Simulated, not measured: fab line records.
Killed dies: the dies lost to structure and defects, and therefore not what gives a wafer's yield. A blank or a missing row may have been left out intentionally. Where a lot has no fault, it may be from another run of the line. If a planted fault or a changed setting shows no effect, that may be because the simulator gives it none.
Which tool is to blame? :: flow rit_cmos :: 13 lots, 39 wafers sampled, at 2 steps of a route of 202

== WHAT EACH GAUGE READ, for each wafer ==
RIT_ACTIVE_CD_MEAS_11: target cd 1400 nm.
lot: L516
measured: day 1 15:18
on: cd_sem-02
cd_nm (nm): 1395.7 1398.4 1397.0

lot: L518
measured: day 2 00:34
on: cd_sem-01
cd_nm (nm): 1404.6 1403.9 1405.4

lot: L519
measured: day 2 05:34
on: cd_sem-02
cd_nm (nm): 1400.9 1401.7 1399.0

lot: L521
measured: day 2 16:35
on: cd_sem-01
cd_nm (nm): 1402.7 1401.1 1400.2

lot: L525
measured: day 3 12:21
on: cd_sem-02
cd_nm (nm): 1278.1 1279.0 1279.4

lot: L526
measured: day 3 19:40
on: cd_sem-02
cd_nm (nm): 1399.1 1396.5 1398.0

lot: L529
measured: day 4 07:59
on: cd_sem-02
cd_nm (nm): 1398.8 1398.3 1398.4

lot: L534
measured: day 5 09:59
on: cd_sem-02
cd_nm (nm): 1400.0 1398.5 1400.6

lot: L535
measured: day 5 13:42
on: cd_sem-02
cd_nm (nm): 1398.1 1398.3 1397.8

lot: L536
measured: day 5 20:08
on: cd_sem-02
cd_nm (nm): 1400.4 1400.5 1400.7

lot: L537
measured: day 6 00:09
on: cd_sem-01
cd_nm (nm): 1399.5 1399.4 1400.1

lot: L538
measured: day 6 06:07
on: cd_sem-02
cd_nm (nm): 1397.0 1399.6 1397.2

lot: L539
measured: day 6 09:46
on: cd_sem-01
cd_nm (nm): 1402.8 1400.0 1403.5

== WHICH TOOL RAN EACH LOT (tool, then ch and the chambers of the sampled wafers, then the start) ==
lot: L516
RIT_ACTIVE_EXPOSE_08: iline_stepper-02 ch 0, day 1 14:54

lot: L518
RIT_ACTIVE_EXPOSE_08: iline_stepper-01 ch 0, day 2 00:10

lot: L519
RIT_ACTIVE_EXPOSE_08: iline_stepper-02 ch 0, day 2 05:10

lot: L521
RIT_ACTIVE_EXPOSE_08: iline_stepper-01 ch 0, day 2 16:11

lot: L525
RIT_ACTIVE_EXPOSE_08: iline_stepper-01 ch 0, day 3 11:57

lot: L526
RIT_ACTIVE_EXPOSE_08: iline_stepper-01 ch 0, day 3 19:16

lot: L529
RIT_ACTIVE_EXPOSE_08: iline_stepper-01 ch 0, day 4 07:35

lot: L534
RIT_ACTIVE_EXPOSE_08: iline_stepper-01 ch 0, day 5 09:33

lot: L535
RIT_ACTIVE_EXPOSE_08: iline_stepper-01 ch 0, day 5 13:18

lot: L536
RIT_ACTIVE_EXPOSE_08: iline_stepper-01 ch 0, day 5 19:38

lot: L537
RIT_ACTIVE_EXPOSE_08: iline_stepper-01 ch 0, day 5 23:45

lot: L538
RIT_ACTIVE_EXPOSE_08: iline_stepper-01 ch 0, day 6 05:43

lot: L539
RIT_ACTIVE_EXPOSE_08: iline_stepper-02 ch 0, day 6 09:22
- RIT_ACTIVE_EXPOSE_08: exposes mask M1, target cd 1400 nm.

== WHAT THE TOOLS THEMSELVES READ (means of the sampled wafers that have a number; where no wafer has one, the mark that the record gives instead) ==
RIT_ACTIVE_EXPOSE_08.
lot: L516
tool: iline_stepper-02
focus_offset_nm (nm): 0.0

lot: L518
tool: iline_stepper-01
focus_offset_nm (nm): -0.5

lot: L519
tool: iline_stepper-02
focus_offset_nm (nm): 0.6

lot: L521
tool: iline_stepper-01
focus_offset_nm (nm): -0.1

lot: L525
tool: iline_stepper-01
focus_offset_nm (nm): 0.4

lot: L526
tool: iline_stepper-01
focus_offset_nm (nm): -0.1

lot: L529
tool: iline_stepper-01
focus_offset_nm (nm): 0.7

lot: L534
tool: iline_stepper-01
focus_offset_nm (nm): -0.9

lot: L535
tool: iline_stepper-01
focus_offset_nm (nm): 0.3

lot: L536
tool: iline_stepper-01
focus_offset_nm (nm): -0.5

lot: L537
tool: iline_stepper-01
focus_offset_nm (nm): 0.4

lot: L538
tool: iline_stepper-01
focus_offset_nm (nm): 0.1

lot: L539
tool: iline_stepper-02
focus_offset_nm (nm): 0.3

== THE ANSWER, worked out from the rows above alone ==
Rule: usual is defined by the lots themselves. The widest of any qualifying gaps counts: lots, ordered by their means at a reading, are off when they make up no more than a third of the lots, leave a main group of 4 or more, and stand apart from it by 3 or more times the standard deviation of that group's means. Not used: any main group whose means are identical at the precision the tables above print for the reading. A lot without any number at a reading at which 4 lots or more have one is off too. The other lots that the step has rows for count as sound. First the gauges in route order, then the tools' own readings, where a lot's mean is used as printed above. The first step at which some lot is off is used, and at that step the reading that is off furthest; a lot without a number counts as furthest.
Off at RIT_ACTIVE_CD_MEAS_11 (cd_nm): L525. The main group has a mean of 1399.8 nm with a standard deviation of 2.1.
If a tool, at a process step before that reading, ran all the lots that are off and no sound lot after the first of them, it fits. The gauges at RIT_ACTIVE_CD_MEAS_11 are tried like those tools. Of those tried, none fits.

== WHAT THE SIMULATOR HAD PUT IN ==
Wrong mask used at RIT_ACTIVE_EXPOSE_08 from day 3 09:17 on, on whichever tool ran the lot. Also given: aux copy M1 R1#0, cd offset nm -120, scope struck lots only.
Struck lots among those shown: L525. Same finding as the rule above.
